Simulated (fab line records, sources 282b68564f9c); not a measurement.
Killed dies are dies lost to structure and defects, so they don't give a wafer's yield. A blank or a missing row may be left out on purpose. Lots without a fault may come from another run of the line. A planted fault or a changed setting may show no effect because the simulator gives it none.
Tool commonality check | flow rit_cmos | 14 lots, 42 wafers sampled

WHY IT WAS OPENED
At RIT_NLDD_TW_MEAS_10 the reading NLDD_TW is flagged on 2 of 14 lots. Wafers without a fault read 2516, standard deviation 23.
Rule: a lot is flagged when every wafer of it that has a number lies more than 4 standard deviations from that mean, or none has a number. The other lots count as sound.

lot  | measured    | on            | NLDD_TW, wafer by wafer | flag
L715 | day 2 18:53 | film_metro-04 | 2507 2500 2509          |
L717 | day 3 05:16 | film_metro-02 | 2552 2548 2554          |
L718 | day 3 08:51 | film_metro-04 | 2501 2512 2510          |
L719 | day 3 15:02 | film_metro-04 | 2510 2512 2505          |
L721 | day 4 00:03 | film_metro-03 | 2483 2483 2496          |
L722 | day 4 05:32 | film_metro-04 | 2487 2487 2503          |
L723 | day 4 09:44 | film_metro-03 | 1565 1567 1550          | FLAGGED
L724 | day 4 20:48 | film_metro-02 | 2558 2565 2544          |
L725 | day 4 21:09 | film_metro-04 | 1543 1547 1555          | FLAGGED
L726 | day 5 01:59 | film_metro-04 | 2492 2487 2500          |
L733 | day 6 17:44 | film_metro-04 | 2509 2498 2505          |
L736 | day 7 03:35 | film_metro-03 | 2506 2487 2501          |
L737 | day 7 07:53 | film_metro-03 | 2521 2510 2508          |
L738 | day 7 13:25 | film_metro-02 | 2541 2539 2538          |
The numbers of the flagged lots are 1554 on average: -962 against the usual, or -42 standard deviations.

WHICH TOOL RAN EACH LOT
The record holds 2 process steps before the reading, out of a route of 202 steps. In each cell: the tool, then ch and the chambers that the sampled wafers went through, then the start.
lot  | flag    | RIT_NRETRO_STRIP_09                 | RIT_NLDD_IMPLANT_08
L715 |         | plasma_asher-03 ch 0,1, day 2 07:38 | implanter-02 ch 0, day 2 18:35
L717 |         | plasma_asher-02 ch 0,1, day 2 15:43 | implanter-02 ch 0, day 3 04:57
L718 |         | plasma_asher-01 ch 0,1, day 2 21:20 | implanter-03 ch 0, day 3 08:31
L719 |         | plasma_asher-03 ch 0,1, day 3 02:10 | implanter-01 ch 0, day 3 14:44
L721 |         | plasma_asher-01 ch 0,1, day 3 12:34 | implanter-03 ch 0, day 3 23:43
L722 |         | plasma_asher-02 ch 0,1, day 3 16:24 | implanter-02 ch 0, day 4 05:13
L723 | FLAGGED | plasma_asher-02 ch 0,1, day 3 21:17 | implanter-03 ch 0, day 4 09:24
L724 |         | plasma_asher-03 ch 0,1, day 4 03:14 | implanter-02 ch 0, day 4 20:29
L725 | FLAGGED | plasma_asher-02 ch 0,1, day 4 08:01 | implanter-03 ch 0, day 4 20:49
L726 |         | plasma_asher-02 ch 0,1, day 4 13:05 | implanter-01 ch 0, day 5 01:40
L733 |         | plasma_asher-03 ch 1, day 6 04:41   | implanter-01 ch 0, day 6 17:25
L736 |         | plasma_asher-03 ch 0,1, day 6 15:37 | implanter-02 ch 0, day 7 03:16
L737 |         | plasma_asher-03 ch 0,1, day 6 20:23 | implanter-02 ch 0, day 7 07:35
L738 |         | plasma_asher-02 ch 0,1, day 7 00:50 | implanter-01 ch 0, day 7 13:05
What these steps do:
- RIT_NRETRO_STRIP_09: strips in O2, time 180 s.
- RIT_NLDD_IMPLANT_08
- RIT_NLDD_TW_MEAS_10

FLAGGED OVER TOTAL, TOOL BY TOOL (the gauges that took the reading come last)
step                | tool            | lots run | flagged | share of the flagged lots | sound lots run after its first flagged lot
RIT_NRETRO_STRIP_09 | plasma_asher-01 | 2        | 0       | none                      | -
RIT_NRETRO_STRIP_09 | plasma_asher-02 | 6        | 2       | all                       | 2 (L726,L738)
RIT_NRETRO_STRIP_09 | plasma_asher-03 | 6        | 0       | none                      | -
RIT_NLDD_IMPLANT_08 | implanter-01    | 4        | 0       | none                      | -
RIT_NLDD_IMPLANT_08 | implanter-02    | 6        | 0       | none                      | -
RIT_NLDD_IMPLANT_08 | implanter-03    | 4        | 2       | all                       | 0
RIT_NLDD_TW_MEAS_10 | film_metro-02   | 3        | 0       | none                      | -
RIT_NLDD_TW_MEAS_10 | film_metro-03   | 4        | 1       | some                      | 2 (L736,L737)
RIT_NLDD_TW_MEAS_10 | film_metro-04   | 7        | 1       | some                      | 2 (L726,L733)

WHAT THE TABLE ALLOWS
2 rows of the table ran every flagged lot: plasma_asher-02 at RIT_NRETRO_STRIP_09, implanter-03 at RIT_NLDD_IMPLANT_08.
- plasma_asher-02 at RIT_NRETRO_STRIP_09: 2 of its 6 lots flagged. Sound lots ran on it after the first flagged one (L726, L738), which a lasting fault on the whole tool wouldn't allow.
- implanter-03 at RIT_NLDD_IMPLANT_08: 2 of its 4 lots flagged. Its last sound lot is L721 (day 3 23:43), its first flagged lot L723 (day 4 09:24): a fault that began between those two fits. Its own readings lie more than 4 standard deviations out on every wafer of the flagged lots: dose_ions_cm2, faraday_current_uA.
One tool is left: implanter-03 at RIT_NLDD_IMPLANT_08.

WHAT THE SIMULATOR HAD PUT IN
Process parameter drift: implanter-03, from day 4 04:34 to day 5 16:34, at RIT_NLDD_IMPLANT_08. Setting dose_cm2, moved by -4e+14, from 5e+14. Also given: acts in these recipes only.
Lots struck among those shown: L723, L725. The rule above found the same.
